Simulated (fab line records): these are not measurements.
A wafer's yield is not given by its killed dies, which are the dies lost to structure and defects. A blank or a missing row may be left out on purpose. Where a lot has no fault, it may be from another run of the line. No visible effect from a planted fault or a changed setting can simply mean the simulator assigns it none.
2 desks, one fault | flow berkeley cmos170 | each desk has only its own numbers; what lay behind them comes last

== THE METROLOGY DESK ==
What the gauges read, lot by lot, whatever tool the lot ran on: means of the sampled wafers that have a number. If a lot's mean is further than 4 standard deviations from the usual mean, the lot is out of limits and carries the mark OUT (the distance appears in the brackets).
Columns: A = GATE_POLY_THK at UCB170_GATE_THK_MEAS_05, usual 215.4 nm; B = GATE_OVL at UCB170_GATE_OVL_MEAS_13, usual 0 nm; C = CONTACT_PSG_THK at UCB170_CONTACT_THK_MEAS_02, usual 706 nm
lot  | first seen here | A               | B  | C
L184 | day 6 00:35     | 213.4           | -4 | 704
L185 | day 6 00:37     | 215.3           | 1  | 701
L186 | day 6 07:30     | 215.6           | -5 | 714
L187 | day 6 13:07     | 214.0           | -8 | 702
L188 | day 7 01:31     | 212.5           | -3 | 720
L189 | day 7 01:32     | 219.3           | -2 | 702
L190 | day 7 05:06     | 215.9           | 4  | 706
L192 | day 7 23:47     | 160.1 (-28) OUT | 7  | 710
L195 | day 8 08:50     | 212.1           | 3  | 705
L196 | day 8 16:11     | 162.4 (-27) OUT | -0 | 698
L197 | day 8 16:11     | 165.2 (-25) OUT | -1 | 708
L201 | day 9 10:51     | 212.4           | 0  | 696
L202 | day 9 10:52     | 216.8           | -2 | 705
L206 | day 10 21:20    | 214.7           | 13 | 710
L207 | day 10 21:20    | 216.9           | 10 | 706
This desk finds L192, L196, L197 out of limits, with the earliest case on L192 at day 7 23:47 (GATE_POLY_THK at UCB170_GATE_THK_MEAS_05). Within limits: L184, L185, L186, L187, L188, L189, L190, L195, L201, L202, L206, L207.

== FOR THE TOOL OWNER'S DESK: lpcvd-02 ==
The tool's own readings at UCB170_GATE_CVD_04 (deposits poly-Si from SiH4, time 1440 s, target thk 214 nm): means of the sampled wafers that have a number, for each lot that ran on this tool. If a lot's mean is further than 4 standard deviations from the usual mean, the lot is out of limits and carries the mark OUT (the distance appears in the brackets).
Columns: A = spike tc centre C at UCB170_GATE_CVD_04, usual 612.2 C; B = spike tc load C at UCB170_GATE_CVD_04, usual 631.2 C; C = spike tc source C at UCB170_GATE_CVD_04, usual 630.9 C; D = susceptor temp C at UCB170_GATE_CVD_04, usual 610.01 C
lot  | first seen here | A                | B                | C                | D
L186 | day 6 05:24     | 613.2            | 634.5            | 631.6            | 610.11
L188 | day 7 00:07     | 611.8            | 628.4            | 628.8            | 610.05
L189 | day 7 00:07     | 612.5            | 633.7            | 631.0            | 610.00
L192 | day 7 22:23     | 599.9 (-8.8) OUT | 622.2            | 620.4 (-4.6) OUT | 598.07 (-44) OUT
L196 | day 8 14:47     | 602.3 (-7.1) OUT | 622.3            | 619.4 (-5.0) OUT | 598.17 (-44) OUT
L197 | day 8 14:47     | 599.3 (-9.2) OUT | 617.2 (-6.1) OUT | 615.9 (-6.5) OUT | 598.02 (-44) OUT
L206 | day 10 19:56    | 612.3            | 634.9            | 631.5            | 610.19
L207 | day 10 19:56    | 611.2            | 629.0            | 629.4            | 610.53
This desk's verdict: out of limits on L192, L196, L197, starting with L192 at day 7 22:23 (spike tc centre C at UCB170_GATE_CVD_04). Within limits: L186, L188, L189, L206, L207.

== BROUGHT TOGETHER ==
The tool owner's desk had the chance to raise an alarm at day 7 22:23 on L192, L196, L197.
L192, L196, L197 would have let the metrology desk raise an alarm at day 7 23:47.
Of the lots named, all ran UCB170_GATE_CVD_04 on lpcvd-02.

== WHAT THE SIMULATOR HAD INSERTED ==
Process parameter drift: lpcvd-02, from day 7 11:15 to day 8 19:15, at UCB170_GATE_CVD_04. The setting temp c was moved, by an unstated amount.
Struck lots among those shown: L192, L196, L197.
Fault start to first reading out of limits, in hours, per desk: tool owner, 11; metrology, 13.
